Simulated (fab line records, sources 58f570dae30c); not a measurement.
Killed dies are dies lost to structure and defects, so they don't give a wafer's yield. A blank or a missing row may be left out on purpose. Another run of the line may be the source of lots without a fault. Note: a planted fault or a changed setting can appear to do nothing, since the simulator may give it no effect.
The tool behind it: which one? || flow berkeleyCmos170 || 14 lots with 42 wafers sampled at 3 steps, on a route of 331 steps

WHAT EACH GAUGE READ, for each wafer
UCB170_V1_OVL_MEAS_13.
{"lot": "L280", "measured": "day 7 01:58", "on": "overlay-01", "V1_OVL (nm)": "3 0 -5"}
{"lot": "L282", "measured": "day 7 12:23", "on": "overlay-01", "V1_OVL (nm)": "2 3 7"}
{"lot": "L281", "measured": "day 7 12:49", "on": "overlay-01", "V1_OVL (nm)": "-13 -5 -2"}
{"lot": "L284", "measured": "day 7 12:59", "on": "overlay-02", "V1_OVL (nm)": "-2 2 -4"}
{"lot": "L283", "measured": "day 7 18:19", "on": "overlay-02", "V1_OVL (nm)": "-2 1 -4"}
{"lot": "L287", "measured": "day 8 12:14", "on": "overlay-01", "V1_OVL (nm)": "-3 4 3"}
{"lot": "L291", "measured": "day 9 19:43", "on": "overlay-01", "V1_OVL (nm)": "3 11 3"}
{"lot": "L294", "measured": "day 10 09:51", "on": "overlay-02", "V1_OVL (nm)": "4 3 3"}
{"lot": "L293", "measured": "day 10 10:20", "on": "overlay-02", "V1_OVL (nm)": "-4 -3 1"}
{"lot": "L295", "measured": "day 11 06:35", "on": "overlay-02", "V1_OVL (nm)": "-3 1 -3"}
{"lot": "L296", "measured": "day 11 17:11", "on": "overlay-01", "V1_OVL (nm)": "7 -1 6"}
{"lot": "L302", "measured": "day 12 04:42", "on": "overlay-02", "V1_OVL (nm)": "2 5 0"}
{"lot": "L299", "measured": "day 12 04:49", "on": "overlay-01", "V1_OVL (nm)": "4 2 7"}
{"lot": "L303", "measured": "day 13 04:22", "on": "overlay-01", "V1_OVL (nm)": "6 9 -5"}

UCB170_M3_THK_MEAS_03: measures by xrf.
{"lot": "L280", "measured": "day 7 07:59", "on": "filmMetro-04", "M3_AL_THK (nm)": "893 893 900"}
{"lot": "L282", "measured": "day 7 18:17", "on": "filmMetro-03", "M3_AL_THK (nm)": "893 889 882"}
{"lot": "L281", "measured": "day 7 19:18", "on": "filmMetro-04", "M3_AL_THK (nm)": "910 898 905"}
{"lot": "L284", "measured": "day 7 19:45", "on": "filmMetro-02", "M3_AL_THK (nm)": "893 902 902"}
{"lot": "L283", "measured": "day 8 00:08", "on": "filmMetro-04", "M3_AL_THK (nm)": "911 908 904"}
{"lot": "L287", "measured": "day 8 18:21", "on": "filmMetro-04", "M3_AL_THK (nm)": "900 909 896"}
{"lot": "L291", "measured": "day 10 02:35", "on": "filmMetro-03", "M3_AL_THK (nm)": "867 885 881"}
{"lot": "L294", "measured": "day 10 19:59", "on": "filmMetro-02", "M3_AL_THK (nm)": "901 914 902"}
{"lot": "L293", "measured": "day 10 20:54", "on": "filmMetro-02", "M3_AL_THK (nm)": "888 907 901"}
{"lot": "L295", "measured": "day 11 12:43", "on": "filmMetro-04", "M3_AL_THK (nm)": "889 893 904"}
{"lot": "L296", "measured": "day 12 00:40", "on": "filmMetro-02", "M3_AL_THK (nm)": "903 919 907"}
{"lot": "L302", "measured": "day 12 12:05", "on": "filmMetro-03", "M3_AL_THK (nm)": "887 893 891"}
{"lot": "L299", "measured": "day 12 12:21", "on": "filmMetro-02", "M3_AL_THK (nm)": "914 899 909"}
{"lot": "L303", "measured": "day 13 13:07", "on": "filmMetro-03", "M3_AL_THK (nm)": "888 883 896"}

WHAT TOOL EACH LOT RAN ON (gives the tool, then ch and the chambers of the sampled wafers, and finally the start)
{"lot": "L280", "UCB170_V2_STRIP_15": "plasmaAsher-04 ch 0,1, day 7 07:31"}
{"lot": "L282", "UCB170_V2_STRIP_15": "plasmaAsher-04 ch 0,1, day 7 17:47"}
{"lot": "L281", "UCB170_V2_STRIP_15": "plasmaAsher-01 ch 0,1, day 7 18:49"}
{"lot": "L284", "UCB170_V2_STRIP_15": "plasmaAsher-01 ch 0,1, day 7 19:16"}
{"lot": "L283", "UCB170_V2_STRIP_15": "plasmaAsher-01 ch 0,1, day 7 23:38"}
{"lot": "L287", "UCB170_V2_STRIP_15": "plasmaAsher-04 ch 0,1, day 8 17:50"}
{"lot": "L291", "UCB170_V2_STRIP_15": "plasmaAsher-01 ch 0,1, day 10 02:06"}
{"lot": "L294", "UCB170_V2_STRIP_15": "plasmaAsher-01 ch 0,1, day 10 19:31"}
{"lot": "L293", "UCB170_V2_STRIP_15": "plasmaAsher-01 ch 0,1, day 10 20:26"}
{"lot": "L295", "UCB170_V2_STRIP_15": "plasmaAsher-01 ch 0,1, day 11 12:14"}
{"lot": "L296", "UCB170_V2_STRIP_15": "plasmaAsher-01 ch 0,1, day 12 00:10"}
{"lot": "L302", "UCB170_V2_STRIP_15": "plasmaAsher-02 ch 0,1, day 12 11:33"}
{"lot": "L299", "UCB170_V2_STRIP_15": "plasmaAsher-04 ch 0,1, day 12 11:47"}
{"lot": "L303", "UCB170_V2_STRIP_15": "plasmaAsher-02 ch 0,1, day 13 12:28"}
- UCB170_V2_STRIP_15: strips in O2.

AS READ BY THE TOOLS THEMSELVES (means over the sampled wafers that have a number; for cases with no such wafer, the mark the record gives instead)
UCB170_V2_STRIP_15.
{"lot": "L280", "tool": "plasmaAsher-04", "drypumpMotorCurrentA (A)": 5.4, "oesProductAu (a.u.)": 0.723, "stripTimeToEndpointS (s)": 15.25}
{"lot": "L282", "tool": "plasmaAsher-04", "drypumpMotorCurrentA (A)": 5.9, "oesProductAu (a.u.)": 0.721, "stripTimeToEndpointS (s)": 15.19}
{"lot": "L281", "tool": "plasmaAsher-01", "drypumpMotorCurrentA (A)": 5.0, "oesProductAu (a.u.)": 0.723, "stripTimeToEndpointS (s)": 15.21}
{"lot": "L284", "tool": "plasmaAsher-01", "drypumpMotorCurrentA (A)": 5.0, "oesProductAu (a.u.)": 0.724, "stripTimeToEndpointS (s)": 15.37}
{"lot": "L283", "tool": "plasmaAsher-01", "drypumpMotorCurrentA (A)": 5.0, "oesProductAu (a.u.)": 0.724, "stripTimeToEndpointS (s)": 15.06}
{"lot": "L287", "tool": "plasmaAsher-04", "drypumpMotorCurrentA (A)": 5.4, "oesProductAu (a.u.)": 0.723, "stripTimeToEndpointS (s)": 15.27}
{"lot": "L291", "tool": "plasmaAsher-01", "drypumpMotorCurrentA (A)": 5.0, "oesProductAu (a.u.)": 0.723, "stripTimeToEndpointS (s)": 15.37}
{"lot": "L294", "tool": "plasmaAsher-01", "drypumpMotorCurrentA (A)": 4.9, "oesProductAu (a.u.)": 0.721, "stripTimeToEndpointS (s)": 15.05}
{"lot": "L293", "tool": "plasmaAsher-01", "drypumpMotorCurrentA (A)": 5.0, "oesProductAu (a.u.)": 0.723, "stripTimeToEndpointS (s)": 15.42}
{"lot": "L295", "tool": "plasmaAsher-01", "drypumpMotorCurrentA (A)": 5.0, "oesProductAu (a.u.)": 0.721, "stripTimeToEndpointS (s)": 15.22}
{"lot": "L296", "tool": "plasmaAsher-01", "drypumpMotorCurrentA (A)": 5.0, "oesProductAu (a.u.)": 0.726, "stripTimeToEndpointS (s)": 15.31}
{"lot": "L302", "tool": "plasmaAsher-02", "drypumpMotorCurrentA (A)": 5.7, "oesProductAu (a.u.)": 0.725, "stripTimeToEndpointS (s)": 15.30}
{"lot": "L299", "tool": "plasmaAsher-04", "drypumpMotorCurrentA (A)": 5.9, "oesProductAu (a.u.)": 0.723, "stripTimeToEndpointS (s)": 15.07}
{"lot": "L303", "tool": "plasmaAsher-02", "drypumpMotorCurrentA (A)": 5.7, "oesProductAu (a.u.)": 0.723, "stripTimeToEndpointS (s)": 15.18}

THE ANSWER, worked out from the rows above alone
Rule: the lots themselves supply what counts as usual. The widest of any qualifying gaps counts: lots, ordered by their means at a reading, are off when they make up no more than a third of the lots, leave a main group of 4 or more, and stand apart from it by 3 or more times the standard deviation of that group's means. A main group is skipped when, at the precision printed for the reading in the tables above, its means are all equal. A lot without any number at a reading at which 4 lots or more have one is off too. Where the step has rows for the other lots, those lots are counted as sound. The gauges are gone through in route order, then the tools' own readings, and for those a lot's mean is taken as printed above. The first step at which some lot is off is used, and at that step the reading that is off furthest; a lot without a number counts as furthest.
None of the lots is off at any reading shown; this tells nothing.

WHAT THE SIMULATOR PUT IN
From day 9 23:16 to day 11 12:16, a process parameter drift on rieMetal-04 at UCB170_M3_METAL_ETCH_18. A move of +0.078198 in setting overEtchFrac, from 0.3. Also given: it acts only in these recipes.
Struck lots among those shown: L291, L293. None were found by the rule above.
